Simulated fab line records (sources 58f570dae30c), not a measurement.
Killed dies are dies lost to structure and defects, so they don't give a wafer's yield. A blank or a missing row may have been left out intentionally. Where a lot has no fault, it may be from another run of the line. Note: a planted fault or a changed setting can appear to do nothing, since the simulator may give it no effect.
fab line records | flow berkeley_cmos170
record lots=5 | wafers=15 | last_day=12
route steps=331 shown SPACER@172 PSD@175 NSD@187
lots untouched by any fault: they come from a run of this same line in which no faults occurred
start_h: start of the lot's first displayed wafer, in hours after the record's first day | wait_h: time in hours since the lot's previous step | " identical to the entry in the row above | L1.1+2: one row covering several wafers at once | - no value, or no start given | * or withheld: withheld | < > ~ a bound
route shown NAME@n: NAME is a module with steps in the file, n the number in the route of the first one | usual: average and standard deviation across the fault-free wafers | same: alike in all rows | chamber/n: place in a boat | sites: readings site by site | _std_site: the values' standard deviation | _edge_site: mean of outer sites minus mean of inner sites | radius_mm: for every site, how far away it sits from the centre of the wafer | mask NAME#n: copy n | behind: the most recent tool/chamber to have shaped the wafer | hold: what put the lot on hold/how long, in hours/how the hold closed | device: the n, p or np transistor that did not switch | end of line: at the end of the route, the tests of the same wafers | where a step has no rows: the recipe by itself | killed: the dies lost at the first sort to structure and to defects; this is not the yield of the wafer | map: a wafer's dies, x killed, . not, _ none there
set.NAME: the setting as run; set.NAME@STEP: as run at that earlier step | model.NAME: the simulator's own value behind a step, which no gauge read
lots at selected steps of the route; one table per step, one row per wafer
services: from which hour (start_h, from the record's first day; less than 0 if before it) a tool's chamber was out of use, for how many hours, and why
## steps
# step UCB170_SPACER_THK_MEAS_01
# recipe reads=SiO2_of_SPACER_CVD_00
# usual SPACER_TEOS_THK=376/6
lot.wafer | tool          | chamber | start_h | wait_h | SPACER_TEOS_THK[nm]
L290.2    | film_metro-04 | -       | 148.14  | 0.0    | 376
L290.4    | "             | -       | "       | "      | 378
L290.5    | "             | -       | "       | "      | 373
L293.2    | film_metro-02 | -       | 155.22  | 0.0    | 370
L293.5    | "             | -       | "       | "      | 374
L293.6    | "             | -       | "       | "      | 378
L304.3    | film_metro-03 | -       | 217.26  | 0.0    | 371
L304.4    | "             | -       | "       | "      | 377
L304.5    | "             | -       | "       | "      | 378
L306.1    | film_metro-04 | -       | 232.73  | 0.0    | 371
L306.2    | "             | -       | "       | "      | 371
L306.6    | "             | -       | "       | "      | 379
L309.1    | film_metro-02 | -       | 238.98  | 0.0    | 363
L309.2    | "             | -       | "       | "      | 367
L309.4    | "             | -       | "       | "      | 377
# step UCB170_SPACER_ANNEAL_02
# recipe temp_c=900 | time_s=1800 | ambient=N2
# step UCB170_SPACER_ETCHBACK_03
# recipe stop_on=Si | target=SiO2 | chemistry=CHF3/CF4/Ar | CHF3_flow_sccm=50 | cf4_flow_sccm=10 | Ar_flow_sccm=120 | pressure_mtorr=200 | rf_w=500 | target_depth_a=3760 | time_s=100
# usual drypump_motor_current_A=5.6/0.47 | oes_product_au=0.901/0.017 | throttle_valve_pct=6.52/0.09
lot.wafer | tool        | chamber | start_h | wait_h | drypump_motor_current_A | oes_product_au | rf_hours_counter_h | throttle_valve_pct
L290.2    | rie_diel-01 | 2       | 154.07  | 0.0    | 5.5                     | 0.888          | 0                  | 6.64
L290.4    | "           | 0       | "       | "      | 5.3                     | 0.906          | 96                 | 6.53
L290.5    | "           | 3       | "       | "      | 5.1                     | 0.883          | -                  | 6.38
L293.2    | rie_diel-02 | 3       | 160.05  | 0.0    | 4.8                     | 0.881          | 64                 | 6.54
L293.5    | "           | 1       | "       | "      | 6.2                     | 0.878          | -                  | 6.51
L293.6    | "           | 2       | "       | "      | 6.0                     | 0.896          | -                  | 6.48
L304.3    | rie_diel-02 | 0       | 221.54  | 0.0    | 5.9                     | 0.902          | 11                 | 6.48
L304.4    | "           | 2       | "       | "      | 6.0                     | 0.890          | 135                | 6.50
L304.5    | "           | 1       | "       | "      | 6.2                     | 0.926          | -                  | 6.51
L306.1    | rie_diel-01 | 3       | 236.74  | 0.0    | 5.2                     | 0.894          | 57                 | 6.38
L306.2    | "           | 2       | "       | "      | 5.5                     | 0.883          | 4                  | 6.63
L306.6    | "           | 0       | "       | "      | 5.3                     | 0.894          | -                  | 6.53
L309.1    | rie_diel-01 | 2       | 242.10  | 0.0    | 5.5                     | 0.872          | 4                  | 6.64
L309.2    | "           | 3       | "       | "      | 5.2                     | 0.880          | 57                 | 6.38
L309.4    | "           | 2       | "       | "      | 5.5                     | 0.899          | -                  | 6.65
# step UCB170_PSD_HMDS_00
# recipe prime_time_s=60 | prime_temp_c=100
# step UCB170_PSD_COAT_01
# recipe resist=KrF | spin_rpm=1500 | resist_thk_nm=900
# step UCB170_PSD_SOFTBAKE_02
# recipe resist=KrF | temp_c=130 | time_s=60
# step UCB170_PSD_EXPOSE_03
# recipe mask_id=PSELECT_MOD | na=0.5 | sigma_outer=0.6 | source_shape=conventional | target_cd_nm=1200 | dose_mj=30
# step UCB170_PSD_PEB_04
# recipe peb_temp_c=130 | peb_time_s=withheld | resist=KrF
# step UCB170_PSD_DEVELOP_05
# recipe developer=TMAH | develop_time_s=45 | resist=KrF | dev_temp_c=21
# step UCB170_PSD_CD_MEAS_06
# recipe target_cd_nm=1200
# usual cd_nm=1199.4/1.7
lot.wafer | tool      | chamber | start_h | wait_h | cd_nm
L290.2    | cd_sem-02 | -       | 155.53  | -      | 1196.5
L290.4    | "         | -       | "       | "      | 1196.0
L290.5    | "         | -       | "       | "      | 1195.4
L293.2    | cd_sem-02 | -       | 161.00  | -      | 1198.3
L293.5    | "         | -       | "       | "      | 1200.4
L293.6    | "         | -       | "       | "      | 1198.1
L304.3    | cd_sem-01 | -       | 222.83  | -      | 1198.2
L304.4    | "         | -       | "       | "      | 1197.8
L304.5    | "         | -       | "       | "      | 1197.8
L306.1    | cd_sem-01 | -       | 238.18  | -      | 1201.2
L306.2    | "         | -       | "       | "      | 1199.1
L306.6    | "         | -       | "       | "      | 1199.8
L309.1    | cd_sem-02 | -       | 243.18  | -      | 1200.7
L309.2    | "         | -       | "       | "      | 1200.5
L309.4    | "         | -       | "       | "      | 1200.6
# step UCB170_PSD_OVL_MEAS_07
# usual PSD_OVL=2/5.8
lot.wafer | tool       | chamber | start_h | wait_h | PSD_OVL[nm]
L290.2    | overlay-01 | -       | 155.64  | 0.1    | 8
L290.4    | "          | -       | "       | "      | 7
L290.5    | "          | -       | "       | "      | 4
L293.2    | overlay-01 | -       | 161.11  | 0.1    | -6
L293.5    | "          | -       | "       | "      | -7
L293.6    | "          | -       | "       | "      | 0
L304.3    | overlay-01 | -       | 222.92  | 0.1    | 6
L304.4    | "          | -       | "       | "      | 11
L304.5    | "          | -       | "       | "      | 2
L306.1    | overlay-02 | -       | 238.30  | 0.1    | -4
L306.2    | "          | -       | "       | "      | 4
L306.6    | "          | -       | "       | "      | 2
L309.1    | overlay-02 | -       | 243.30  | 0.1    | 12
L309.2    | "          | -       | "       | "      | 3
L309.4    | "          | -       | "       | "      | -1
# step UCB170_PSD_IMPLANT_08
# recipe species=B | dose_cm2=3e+15 | energy_kev=20 | tilt_deg=7
# step UCB170_PSD_STRIP_09
# recipe chemistry=O2 | power_w=400 | pressure_mtorr=3500 | platen_temp_c=withheld | o2_flow_sccm=400 | overash_fraction=0.5
# usual drypump_motor_current_A=5.82/0.099 | oes_product_au=0.600/0.005 | strip_time_to_endpoint_s=29.42/0.076
lot.wafer | tool            | chamber | start_h | wait_h | drypump_motor_current_A | oes_product_au | rf_hours_counter_h | strip_time_to_endpoint_s | model.KrF_of_PSD_COAT_01.thk_nm
L290.2    | plasma_asher-02 | 1       | 155.82  | 0.1    | 5.79                    | 0.596          | 4                  | 29.38                    | 0
L290.4    | "               | 1       | "       | "      | 5.79                    | 0.600          | -                  | 29.46                    | 0
L290.5    | "               | 0       | "       | "      | 5.62                    | 0.601          | -                  | 29.52                    | 0
L293.2    | plasma_asher-02 | 0       | 161.29  | 0.1    | 5.64                    | 0.434          | 5                  | -                        | 690.1
L293.5    | "               | 1       | "       | "      | 5.79                    | 0.454          | -                  | -                        | 689.5
L293.6    | "               | 0       | "       | "      | 5.63                    | 0.437          | -                  | -                        | 691.3
L304.3    | plasma_asher-02 | 0       | 223.13  | 0.1    | 5.64                    | 0.601          | -                  | 29.41                    | 0
L304.4    | "               | 1       | "       | "      | 5.78                    | 0.600          | -                  | 29.50                    | 0
L304.5    | "               | 0       | "       | "      | 5.64                    | 0.608          | -                  | 29.45                    | 0
L306.1    | plasma_asher-01 | 0       | 238.48  | 0.1    | 5.91                    | 0.604          | 55                 | 29.36                    | 0
L306.2    | "               | 1       | "       | "      | 5.85                    | 0.602          | 55                 | 29.38                    | 0
L306.6    | "               | 1       | "       | "      | 5.83                    | 0.600          | -                  | 29.39                    | 0
L309.1    | plasma_asher-04 | 0       | 243.49  | 0.1    | 5.78                    | 0.598          | 56                 | 29.38                    | 0
L309.2    | "               | 1       | "       | "      | 5.98                    | 0.602          | 56                 | 29.50                    | 0
L309.4    | "               | 0       | "       | "      | 5.74                    | 0.602          | -                  | 29.40                    | 0
# step UCB170_PSD_TW_MEAS_10
# usual PSD_TW=2316/15
lot.wafer | tool          | chamber | start_h | wait_h | PSD_TW
L290.2    | film_metro-03 | -       | 155.93  | 0.1    | 2321
L290.4    | "             | -       | "       | "      | 2323
L290.5    | "             | -       | "       | "      | 2313
L293.2    | film_metro-03 | -       | 161.40  | 0.1    | 2308
L293.5    | "             | -       | "       | "      | 2307
L293.6    | "             | -       | "       | "      | 2318
L304.3    | film_metro-02 | -       | 223.21  | 0.1    | 2335
L304.4    | "             | -       | "       | "      | 2330
L304.5    | "             | -       | "       | "      | 2328
L306.1    | film_metro-03 | -       | 238.58  | 0.1    | 2294
L306.2    | "             | -       | "       | "      | 2308
L306.6    | "             | -       | "       | "      | 2296
L309.1    | film_metro-01 | -       | 243.59  | 0.1    | 2320
L309.2    | "             | -       | "       | "      | 2308
L309.4    | "             | -       | "       | "      | 2316
# step UCB170_PSD_CLEAN_11
# recipe chemistry=SPM | temp_c=120 | time_s=600
# step UCB170_NSD_HMDS_00
# recipe prime_time_s=60 | prime_temp_c=100
# step UCB170_NSD_COAT_01
# recipe resist=KrF | spin_rpm=1500 | resist_thk_nm=900
# step UCB170_NSD_SOFTBAKE_02
# recipe resist=KrF | temp_c=130 | time_s=60
# step UCB170_NSD_EXPOSE_03
# recipe mask_id=NSELECT_MOD | na=0.5 | sigma_outer=0.6 | source_shape=conventional | target_cd_nm=1200 | dose_mj=30
# step UCB170_NSD_PEB_04
# recipe peb_temp_c=130 | peb_time_s=withheld | resist=KrF
# step UCB170_NSD_DEVELOP_05
# recipe developer=TMAH | develop_time_s=45 | resist=KrF | dev_temp_c=21
# step UCB170_NSD_CD_MEAS_06
# recipe target_cd_nm=1200
# usual cd_nm=1199.5/1.3
lot.wafer | tool      | chamber | start_h | wait_h | cd_nm
L290.2    | cd_sem-01 | -       | 157.14  | -      | 1199.5
L290.4    | "         | -       | "       | "      | 1202.1
L290.5    | "         | -       | "       | "      | 1199.6
L293.2    | cd_sem-01 | -       | 164.18  | -      | 1199.7
L293.5    | "         | -       | "       | "      | 1200.9
L293.6    | "         | -       | "       | "      | 1199.3
L304.3    | cd_sem-02 | -       | 224.52  | -      | 1199.8
L304.4    | "         | -       | "       | "      | 1198.5
L304.5    | "         | -       | "       | "      | 1199.1
L306.1    | cd_sem-01 | -       | 240.46  | -      | 1197.7
L306.2    | "         | -       | "       | "      | 1197.6
L306.6    | "         | -       | "       | "      | 1198.9
L309.1    | cd_sem-02 | -       | 245.17  | -      | 1197.2
L309.2    | "         | -       | "       | "      | 1199.0
L309.4    | "         | -       | "       | "      | 1199.2
# step UCB170_NSD_OVL_MEAS_07
# usual NSD_OVL=4/5.3
lot.wafer | tool       | chamber | start_h | wait_h | NSD_OVL[nm]
L290.2    | overlay-01 | -       | 157.25  | 0.1    | 10
L290.4    | "          | -       | "       | "      | 1
L290.5    | "          | -       | "       | "      | 3
L293.2    | overlay-01 | -       | 164.29  | 0.1    | 0
L293.5    | "          | -       | "       | "      | -7
L293.6    | "          | -       | "       | "      | -6
L304.3    | overlay-01 | -       | 224.61  | 0.1    | 8
L304.4    | "          | -       | "       | "      | 6
L304.5    | "          | -       | "       | "      | 4
L306.1    | overlay-02 | -       | 240.58  | 0.1    | -2
L306.2    | "          | -       | "       | "      | 1
L306.6    | "          | -       | "       | "      | -4
L309.1    | overlay-01 | -       | 245.29  | 0.1    | 5
L309.2    | "          | -       | "       | "      | 6
L309.4    | "          | -       | "       | "      | 4
# step UCB170_NSD_IMPLANT_08
# recipe species=P | dose_cm2=3e+15 | energy_kev=40 | tilt_deg=7
# step UCB170_NSD_STRIP_09
# recipe chemistry=O2 | power_w=400 | pressure_mtorr=3500 | platen_temp_c=withheld | o2_flow_sccm=400 | overash_fraction=0.5
# usual drypump_motor_current_A=5.77/0.17 | oes_product_au=0.534/0.0046 | strip_time_to_endpoint_s=35.84/0.082
lot.wafer | tool            | chamber | start_h | wait_h | drypump_motor_current_A | oes_product_au | rf_hours_counter_h | strip_time_to_endpoint_s
L290.2    | plasma_asher-04 | 0       | 157.43  | 0.1    | 5.76                    | 0.533          | 46                 | 35.70
L290.4    | "               | 1       | "       | "      | 5.93                    | 0.544          | -                  | 35.79
L290.5    | "               | 0       | "       | "      | 5.73                    | 0.534          | -                  | 35.73
L293.2    | plasma_asher-04 | 0       | 164.47  | 0.1    | 5.74                    | 0.607          | 47                 | 56.10
L293.5    | "               | 1       | "       | "      | 5.96                    | 0.611          | -                  | 56.04
L293.6    | "               | 0       | "       | "      | 5.77                    | 0.603          | -                  | 56.17
L304.3    | plasma_asher-04 | 1       | 224.81  | 0.1    | 5.96                    | 0.534          | -                  | 35.83
L304.4    | "               | 0       | "       | "      | 5.75                    | 0.540          | -                  | 35.84
L304.5    | "               | 0       | "       | "      | 5.73                    | 0.537          | -                  | 35.84
L306.1    | plasma_asher-01 | 0       | 240.76  | 0.1    | 5.88                    | 0.535          | 55                 | 35.92
L306.2    | "               | 1       | "       | "      | 5.84                    | 0.524          | 55                 | 35.93
L306.6    | "               | 0       | "       | "      | 5.90                    | 0.534          | -                  | 35.85
L309.1    | plasma_asher-01 | 0       | 245.48  | 0.1    | 5.91                    | 0.527          | 56                 | 35.85
L309.2    | "               | 1       | "       | "      | 5.84                    | 0.533          | 56                 | 35.87
L309.4    | "               | 0       | "       | "      | 5.89                    | 0.524          | -                  | 35.84
# step UCB170_NSD_TW_MEAS_10
# usual NSD_TW=4176/29
lot.wafer | tool          | chamber | start_h | wait_h | NSD_TW
L290.2    | film_metro-03 | -       | 157.54  | 0.1    | 4182
L290.4    | "             | -       | "       | "      | 4166
L290.5    | "             | -       | "       | "      | 4178
L293.2    | film_metro-01 | -       | 164.58  | 0.1    | 30
L293.5    | "             | -       | "       | "      | 30
L293.6    | "             | -       | "       | "      | 30
L304.3    | film_metro-01 | -       | 224.90  | 0.1    | 4160
L304.4    | "             | -       | "       | "      | 4176
L304.5    | "             | -       | "       | "      | 4178
L306.1    | film_metro-02 | -       | 240.86  | 0.1    | 4248
L306.2    | "             | -       | "       | "      | 4210
L306.6    | "             | -       | "       | "      | 4209
L309.1    | film_metro-01 | -       | 245.60  | 0.1    | 4136
L309.2    | "             | -       | "       | "      | 4153
L309.4    | "             | -       | "       | "      | 4158
# step UCB170_NSD_CLEAN_11
# recipe chemistry=SPM | temp_c=120 | time_s=600
## services
tool        | chamber | start_h | hours | kind
rie_diel-02 | 1       | 133.62  | 10.8  | repair
rie_diel-02 | 0       | 136.84  | 6.1   | repair
rie_diel-01 | 2       | 154.80  | 5.4   | repair
rie_diel-02 | 0       | 163.90  | 10.1  | repair
rie_diel-02 | 1       | 174.02  | -     | clean
rie_diel-02 | 1       | 174.02  | 15.3  | scheduled_down
rie_diel-02 | 1       | 174.02  | 15.3  | vent_cycle
rie_diel-01 | -       | 225.19  | 2.8   | pm
rie_diel-01 | 1       | 227.94  | -     | clean
rie_diel-01 | 1       | 227.94  | 26.0  | scheduled_down
rie_diel-01 | 1       | 227.94  | 26.0  | vent_cycle
## key
first_sign step=UCB170_PSD_STRIP_09 | reading=oes_product_au | direction=down | sigmas=32 | usual=0.600 | struck=0.442
effect step=UCB170_NSD_STRIP_09 | reading=strip_time_to_endpoint_s | direction=up | sigmas=99+ | usual=* | struck=*
effect step=UCB170_NSD_TW_MEAS_10 | reading=NSD_TW | direction=down | sigmas=99+ | usual=4176 | struck=30
model_effect step=UCB170_PSD_STRIP_09 | value=KrF_of_PSD_COAT_01.thk_nm | without=0 | struck=690.3
met_at UCB170_PSD_STRIP_09
struck_wafers L293.2,L293.5,L293.6
sort_left_out L293.2,L293.5,L293.6
tester_left_out L293
onset_between 155.82 161.29
fault kind=strip_aborted | tool=plasma_asher-02 | chamber=- | onset_h=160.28 | steps=UCB170_PSD_STRIP_09 | offset=0.85 | end_h=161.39
# tester_left_out: of these lots the tester's yield and bins aren't shown, on N5 and GAA mostly nor the transistor test; their killed dies are dies lost to structure and defects alone, not to doping, threshold or leakage, so they don't give the yield
# sort_left_out: the simulated sort isn't trusted on such a fault, so these wafers' sort isn't shown, and their yield isn't known
